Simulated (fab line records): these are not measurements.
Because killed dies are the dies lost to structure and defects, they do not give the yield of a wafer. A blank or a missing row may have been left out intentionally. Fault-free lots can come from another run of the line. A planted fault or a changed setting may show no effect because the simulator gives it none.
One fault through the eyes of 2 desks / flow berkeley-cmos170 / each desk has only its own numbers; what lay behind them comes last

THE METROLOGY DESK
Means of the sampled wafers that have a number, per lot and without regard to the tool the lot ran on: this is what the gauges read. If a lot's mean is further than 4 standard deviations from the usual mean, the lot is out of limits and carries the mark OUT (the distance appears in the brackets).
Columns: A = NVT_OVL at UCB170_NVT_OVL_MEAS_06, usual 1 nm; B = NVT_TW at UCB170_NVT_TW_MEAS_09, usual 520; C = PVT_OVL at UCB170_PVT_OVL_MEAS_06, usual 0 nm
lot=L947; first seen here=day 5 13:57; A=4; B=526; C=-1
lot=L948; first seen here=day 6 12:19; A=-9; B=516; C=1
lot=L960; first seen here=day 9 00:23; A=5; B=518; C=2
lot=L965; first seen here=day 9 18:11; A=2; B=517; C=6
lot=L968; first seen here=day 9 18:16; A=0; B=524; C=-4
lot=L966; first seen here=day 9 22:36; A=0; B=519; C=6
This desk's finding: nothing out of limits on any of the 6 lots.

THE TOOL OWNER'S DESK: implanter-02
UCB170_PVT_IMPLANT_07, tool's own readings: per-lot mean of the sampled wafers with a number, covering each lot this tool ran. If a lot's mean is further than 4 standard deviations from the usual mean, the lot is out of limits and carries the mark OUT (the distance appears in the brackets).
Columns: A = beam-energy-keV at UCB170_PVT_IMPLANT_07, usual 30.000; B = beam-on-s at UCB170_PVT_IMPLANT_07, usual 10.01 s
lot=L948; first seen here=day 6 14:44; A=29.996; B=10.10
lot=L960; first seen here=day 9 03:38; A=29.104 (-90) OUT; B=10.06
lot=L965; first seen here=day 9 20:32; A=29.113 (-89) OUT; B=10.03
This desk's verdict: out of limits on L960, L965, starting with L960 at day 9 03:38 (beam-energy-keV at UCB170_PVT_IMPLANT_07). Within limits: L948.

TAKEN TOGETHER
The tool owner's desk could have raised an alarm at day 9 03:38, on L960, L965.
Nothing out of limits was seen by the metrology desk.
The metrology desk has L960, L965 on record, within its limits.
All the named lots went through UCB170_PVT_IMPLANT_07 on implanter-02.

WHAT THE SIMULATOR HAD PUT IN
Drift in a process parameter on implanter-02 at UCB170_PVT_IMPLANT_07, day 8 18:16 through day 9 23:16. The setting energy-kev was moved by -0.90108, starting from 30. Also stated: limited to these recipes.
Lots struck among those shown: L960, L965.
Time in hours from fault onset to the first out-of-limits reading at each desk: the tool owner's desk, 9.
